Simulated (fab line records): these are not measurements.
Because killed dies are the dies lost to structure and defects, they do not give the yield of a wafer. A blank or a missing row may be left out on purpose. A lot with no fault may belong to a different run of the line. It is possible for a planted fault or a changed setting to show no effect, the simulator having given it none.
A lot that was struck, set against a sound lot | flow berkeleyCmos170 | 38 steps out of a route of 331
Sound: wafers L188.2, L188.4, L188.5. Wafers L199.2, L199.3, L199.6 were the ones struck. Last of all comes the cause.
Per side, at each step with rows, come the tool, then ch with its chambers, and then its first start. Under that, the readings that differ: sound wafers | struck wafers | difference of the means | sigmas: that difference in standard deviations of wafers without a fault.
alike: a reading whose means differ by less than 2 such deviations, as well as words and numbers matching on both sides. not compared: withheld readings; readings where some wafer has no value; bounds like >300 that might hide an equal value; numbers whose values overlap and for which the record gives no deviation.
Wherever a step has rows on one side only, a row that says differs or no value, or a row with sigmas, the two part there. Non-overlapping numbers with no deviation appear without sigmas and do not part them. A reading missing from all wafers of one side parts the sides only when that side holds two or more wafers.

UCB170_SPACER_CVD_00: deposits SiO2 from TEOS/O2, target thk 376 nm, time 47 s.
  sound on pecvd-03 ch 0,1,2, day 7 21:36; struck on pecvd-04 ch 0,1, day 9 11:54
  alike: heaterPowerW
UCB170_SPACER_THK_MEAS_01:
  sound: filmMetro-03 at day 7 21:40; struck: filmMetro-03 at day 9 11:58
  alike: SPACER_TEOS_THK
then, 1 step without rows for these wafers: UCB170_SPACER_ANNEAL_02 (time 1800 s).
UCB170_SPACER_ETCHBACK_03: etches SiO2 in CHF3/CF4/Ar, stops on Si, target depth 376 nm, time 100 s.
  sound on rieDiel-02 ch 0,2,3, day 8 02:42; struck on rieDiel-03 ch 0,1,3, day 9 15:27
  alike: chamberPressureMTorr, drypumpMotorCurrentA, oesProductAu, throttleValvePct
  not compared: rfHoursCounterH
then, 6 steps without rows for these wafers: UCB170_PSD_HMDS_00 (prime time 60 s); UCB170_PSD_COAT_01 (resist thk 900 nm); UCB170_PSD_SOFTBAKE_02 (time 60 s); UCB170_PSD_EXPOSE_03 (exposes mask PSELECT MOD, target cd 1200 nm); UCB170_PSD_PEB_04; UCB170_PSD_DEVELOP_05 (develop time 45 s).
UCB170_PSD_CD_MEAS_06: target cd 1200 nm.
  sound: cdSem-02 at day 8 04:41; struck: cdSem-01 at day 9 17:17
  alike: cdNm
UCB170_PSD_OVL_MEAS_07:
  sound: overlay-02 at day 8 04:48; struck: overlay-01 at day 9 17:24
  alike: PSD_OVL
UCB170_PSD_IMPLANT_08:
  sound on implanter-04 ch 0, day 8 04:51; struck on implanter-03 ch 0, day 9 17:27
reading           | sound             | struck            | difference | sigmas
tiltDeg (degrees) | 7.024 7.009 7.030 | 8.089 8.114 8.094 | +1.078     | +60
  alike: beamEnergyKeV
UCB170_PSD_STRIP_09: strips in O2.
  sound on plasmaAsher-01 ch 0,1, day 8 04:59; struck on plasmaAsher-03 ch 0,1, day 9 17:35
  alike: chamberPressureMTorr, drypumpMotorCurrentA, oesProductAu, stripTimeToEndpointS
  not compared: rfHoursCounterH
UCB170_PSD_TW_MEAS_10:
  sound: filmMetro-01 at day 8 05:05; struck: filmMetro-01 at day 9 17:41
  alike: PSD_TW
then, 7 steps without rows for these wafers: UCB170_PSD_CLEAN_11 (cleans in SPM, time 600 s); UCB170_NSD_HMDS_00 (prime time 60 s); UCB170_NSD_COAT_01 (resist thk 900 nm); UCB170_NSD_SOFTBAKE_02 (time 60 s); UCB170_NSD_EXPOSE_03 (exposes mask NSELECT MOD, target cd 1200 nm); UCB170_NSD_PEB_04; UCB170_NSD_DEVELOP_05 (develop time 45 s).
UCB170_NSD_CD_MEAS_06: target cd 1200 nm.
  sound: cdSem-02 at day 8 06:36; struck: cdSem-01 at day 9 20:31
  alike: cdNm
UCB170_NSD_OVL_MEAS_07:
  sound: overlay-02 at day 8 06:43; struck: overlay-02 at day 9 20:37
  alike: NSD_OVL
then, 2 steps without rows for these wafers: UCB170_NSD_IMPLANT_08; UCB170_NSD_STRIP_09 (strips in O2).
UCB170_NSD_TW_MEAS_10:
  sound: filmMetro-01 at day 8 07:00; struck: filmMetro-04 at day 9 20:55
  alike: NSD_TW
then, 4 steps without rows for these wafers: UCB170_NSD_CLEAN_11 (cleans in SPM, time 600 s); UCB170_BACKSIDE_HMDS_00 (prime time 60 s); UCB170_BACKSIDE_COAT_01 (resist thk 900 nm); UCB170_BACKSIDE_SOFTBAKE_02 (time 60 s).
UCB170_BACKSIDE_STRIP_03: strips in O2.
  sound on plasmaAsher-01 ch 0,1, day 8 07:49; struck on plasmaAsher-04 ch 0, day 9 22:23
reading             | sound             | struck            | difference | sigmas
oesProductAu (a.u.) | 0.729 0.733 0.730 | 0.743 0.739 0.739 | +0.010     | +2
  alike: chamberPressureMTorr, drypumpMotorCurrentA, stripTimeToEndpointS
  not compared: rfHoursCounterH
then, 2 steps without rows for these wafers: UCB170_BACKSIDE_CLEAN_04 (cleans in SPM, time 600 s); UCB170_SDANNEAL_RTA_00 (time 10 s).
UCB170_SDANNEAL_RTA_01: time 5 s.
  sound on rtpAnneal-02 ch 0, day 8 08:11; struck on rtpAnneal-02 ch 0, day 9 22:44
  alike: lampPowerPct, wafer_temp_C_max
UCB170_SDANNEAL_RS_MEAS_02: uses a four-point probe to measure.
  sound: filmMetro-02 at day 8 08:23; struck: filmMetro-02 at day 9 22:49
reading         | sound             | struck | difference                    | sigmas
PSD_RS (ohm/sq) | 75.73 76.22 76.12 | - - -  | no value on the struck wafers | 
UCB170_SDANNEAL_RS_MEAS_03: uses a four-point probe to measure.
  sound: filmMetro-02 at day 8 08:30; struck: filmMetro-02 at day 9 22:56
  alike: NSD_RS
then, 1 step without rows for these wafers: UCB170_M3_PROBE_99.

WHERE THEY PART
Last at UCB170_SDANNEAL_RS_MEAS_02 as far as this record goes, first at UCB170_PSD_IMPLANT_08. Later steps at which nothing parts them and some readings are alike: UCB170_SDANNEAL_RS_MEAS_03.

WHY: the cause the simulator had injected
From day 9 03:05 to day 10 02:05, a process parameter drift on implanter-03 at UCB170_PSD_IMPLANT_08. Setting tiltDeg shifted by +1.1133 from 7. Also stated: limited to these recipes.
